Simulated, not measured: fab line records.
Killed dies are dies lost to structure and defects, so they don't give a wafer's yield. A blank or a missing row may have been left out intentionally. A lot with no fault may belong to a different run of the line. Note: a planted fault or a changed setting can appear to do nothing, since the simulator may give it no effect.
A lot that was struck, set against a sound lot :: flow rit cmos :: 17 out of 202 route steps
Sound: the wafers L314.1, L314.4, L314.5. The struck wafers were L317.1, L317.4, L317.5. The cause comes at the end.
For every step that has rows: the tool of each side, followed by ch and its chambers, followed by its first start. Under that, the readings that differ: sound wafers :: struck wafers :: difference of the means :: sigmas: that difference in standard deviations of wafers without a fault.
alike: a reading whose means differ by less than 2 such deviations, as well as words and numbers matching on both sides. not compared: withheld readings; readings where some wafer has no value; bounds like >300 that might hide an equal value; numbers whose values overlap and for which the record gives no deviation.
A row with sigmas, a row that says differs or no value, or rows on one side alone: a step with any of these is where the two part. Numbers that don't overlap but have no deviation are shown without sigmas and don't part them. A reading missing from all wafers of one side parts the sides only when that side holds two or more wafers.

first, 2 steps without rows for these wafers: RIT_NRETRO_HARDBAKE_07 (time 120 s); RIT_NRETRO_IMPLANT_08.
RIT_NRETRO_STRIP_09: strips in O2, time 180 s.
  sound on plasma asher-02 ch 0,1, day 4 16:25; struck on plasma asher-02 ch 0,1, day 5 07:08
  alike: drypump motor current A
  not compared: rf hours counter h
RIT_NRETRO_TW_MEAS_10:
  sound on film metro-02 at day 4 16:36; struck on film metro-01 at day 5 07:19
  alike: NRETRO_TW
then, 6 steps without rows for these wafers: RIT_PRETRO_HMDS_00 (prime time 60 s); RIT_PRETRO_COAT_01 (resist thk 1300 nm); RIT_PRETRO_SOFTBAKE_02 (time 60 s); RIT_PRETRO_EXPOSE_03 (exposes mask M5, target cd 43700 nm); RIT_PRETRO_PEB_04; RIT_PRETRO_DEVELOP_05 (develop time 68 s).
RIT_PRETRO_OVL_MEAS_06:
  sound on overlay-01 at day 4 17:52; struck on overlay-01 at day 5 08:32
  alike: PRETRO_OVL
then, 1 step without rows for these wafers: RIT_PRETRO_HARDBAKE_07 (time 120 s).
RIT_PRETRO_IMPLANT_08:
  sound on implanter-02 ch 0, day 4 18:09; struck on implanter-03 ch 0, day 5 08:49
reading: beam energy keV
sound: 45.014 45.018 45.017
struck: 29.226 29.223 29.227
difference: -15.791
sigmas: -99 or more

reading: model.implant.rp nm (nm)
sound: 143.1 143.1 143.1
struck: 97.82 97.82 97.82
difference: -45.28
sigmas: 

reading: model.implant.drp nm (nm)
sound: 55.07 55.07 55.07
struck: 42.09 42.09 42.09
difference: -12.98
sigmas: 
RIT_PRETRO_STRIP_09: strips in O2, time 180 s.
  sound on plasma asher-02 ch 0,1, day 4 18:18; struck on plasma asher-02 ch 0,1, day 5 08:58
  alike: drypump motor current A
  not compared: rf hours counter h
RIT_PRETRO_TW_MEAS_10:
  sound on film metro-02 at day 4 18:28; struck on film metro-03 at day 5 09:08
reading: PRETRO_TW
sound: 482.6 480.5 481.1
struck: 444.3 444.9 445.1
difference: -36.6
sigmas: -15
then, 1 step without rows for these wafers: RIT_GATE_WET_ETCH_00 (etches SiO2 in BOE, target depth 56 nm, time 60 s).
RIT_M1_PROBE_99:
  sound on prober-01 at day 6 07:54; struck on prober-01 at day 6 12:06
reading: killed at contacts
sound: 1 0 1
struck: 0 0 0
difference: -1
sigmas: -3
  alike: killed at front end, killed dies, killed on rim, killed open, killed short

## WHERE THEY PART
Last at RIT_M1_PROBE_99 as far as this record goes, first at RIT_PRETRO_IMPLANT_08.

WHY: what had been put in by the simulator
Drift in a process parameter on implanter-03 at RIT_PRETRO_IMPLANT_08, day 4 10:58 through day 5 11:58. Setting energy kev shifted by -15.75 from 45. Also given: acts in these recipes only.
